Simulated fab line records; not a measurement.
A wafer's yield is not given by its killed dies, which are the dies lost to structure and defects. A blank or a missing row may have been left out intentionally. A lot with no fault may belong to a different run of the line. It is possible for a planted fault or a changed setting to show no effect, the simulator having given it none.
Problem report, 8D (eight disciplines) form, completed by code -- flow berkeley cmos170 -- the parts of the form that need people (team, actions taken, sign-off) are left out

1. PROBLEM STATEMENT
Mean PFIELD_TW at UCB170_PFIELD_TW_MEAS_09: 672 over 6 wafers in 2 lots; fault-free wafers: 601, standard deviation 5.3. That is +13 standard deviations from the usual mean.
The first sign was on wafer L837.3 at day 8 02:02, on film metro-02. The record holds 42 wafers of 14 lots with a number at this step. Rule for "out", or "out of limits": more than 4 standard deviations from the usual mean. The rest of the wafers with a number are treated as sound.

2. WHAT THIS IS AND IS NOT
question,is,is not
which readings at this step,PFIELD_TW,-
which lots,"L837, L839","L822, L823, L825, L826, L827, L831, L832, L834, L835, L836, L838, L841"
which wafers of those lots,all that have a number,-
read on which gauges,film metro-02,"film metro-01, film metro-03"
when,from day 8 02:02,"up to then (27 sound wafers); but 9 sound wafers of L836, L838, L841 came after"

3. SUSPECTS, AND WHAT RULES EACH OUT
Counting: a tool stays on the suspect list if, at a process step up to the reading, it processed all lots that are out and no sound lot following the first of them.
- ruled out: the gauge at UCB170_PFIELD_TW_MEAS_09. All the wafers that are out were read on film metro-02, but those of them that UCB170_PFIELD_IMPLANT_07 has rows for are out there too, on other tools.
- implanter-04 at UCB170_PFIELD_IMPLANT_07: kept. All lots that are out passed through it, beginning with L837 at day 8 01:49, and no sound lot followed; its final sound lot before that point was L834 at day 7 01:20. Out on those wafers are its own readings of dose ions cm2, faraday current uA.
Left after counting: implanter-04 at UCB170_PFIELD_IMPLANT_07.

4. THE CAUSE (what the simulator had put in)
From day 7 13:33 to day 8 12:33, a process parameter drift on implanter-04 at UCB170_PFIELD_IMPLANT_07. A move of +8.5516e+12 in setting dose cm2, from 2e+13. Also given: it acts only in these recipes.
Only this tool survived the counting.

5. SEQUENCE OF EFFECTS, ordered by route
Each row: a reading whose mean over the struck wafers that have a number lies more than 3 standard deviations from the usual. Readings are gone through only where the record gives a usual standard deviation; hours: the median, over the lots, of the time from a lot's start at the first step in this table giving one to that lot's start at this step; sigmas: the change measured in usual standard deviations.
hours,step,reading,usual,on struck wafers,change,sigmas
0,UCB170_PFIELD_IMPLANT_07,dose ions cm2,1.9996e+13,2.8558e+13,+8.5615e+12,+99 or more
0,UCB170_PFIELD_IMPLANT_07,faraday current uA,63.6,92.0,+28.4,+22
0,UCB170_PFIELD_TW_MEAS_09,PFIELD_TW,601,672,+71,+13
It contains these process steps:
- UCB170_PFIELD_IMPLANT_07

6. HOW IT WOULD HAVE BEEN CAUGHT EARLIER
Counted from the fault's start at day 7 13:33, it took 12 hours until the first out-of-limits reading at a measuring or inspecting step in this record, taken at day 8 02:02.
At UCB170_PFIELD_IMPLANT_07, the tool's own readings (dose ions cm2, faraday current uA) were out on each struck wafer the step has a row for, so an alarm limit on them would have fired on the first such wafer.
Lots out: 2; of these, L839 started UCB170_PFIELD_IMPLANT_07 on implanter-04 after day 8 02:02. A hold on the tool at that time would have spared it.
